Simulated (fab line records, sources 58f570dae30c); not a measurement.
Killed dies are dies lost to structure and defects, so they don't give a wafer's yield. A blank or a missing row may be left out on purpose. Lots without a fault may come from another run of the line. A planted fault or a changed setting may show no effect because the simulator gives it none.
Chamber matching | flow berkeley_cmos170 | UCB170_SPACER_CVD_00 on pecvd-04: 3 sister chambers
The step deposits SiO2 from TEOS/O2, target thk 376 nm, time 47 s. 3 wafers are shown with their chamber, then 7 later ones without.

WAFERS WITH THEIR CHAMBER
wafer  | chamber | heater_power_w (W)
L718.1 | 2       | 279
L721.2 | 1       | 171
L721.3 | 0       | 340

WAFERS WITHOUT THEIR CHAMBER
wafer  | heater_power_w (W)
L721.6 | 296
L726.1 | 302
L726.5 | 309
L726.6 | 191
L734.1 | 280
L734.4 | 304
L734.5 | 180

WHICH CHAMBER EACH WENT THROUGH
wafer  | from the rows above     | in truth
L721.6 | can't be placed: 2 or 0 | 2
L726.1 | can't be placed: 2 or 0 | 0
L726.5 | can't be placed: 2 or 0 | 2
L726.6 | 1                       | 1
L734.1 | 2                       | 2
L734.4 | can't be placed: 2 or 0 | 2
L734.5 | 1                       | 1
Placed correctly: 3 of 7. Can't be placed from these rows: 4 (the true chamber is among the candidates in 4). Placed wrongly: 0.
How it was worked out, from the rows above alone: a wafer's distance from a chamber is the root of the sum, over the readings, of the square of ((its reading less the chamber's mean) divided by the reading's scatter). The wafer belongs to the nearest chamber; if the next one is less than 2 further off, it can't be placed. A chamber's mean is the mean of its shown wafers. The scatter: with one shown wafer a chamber, the root of the mean of the squares of how far each hidden wafer lies from its nearest shown one.
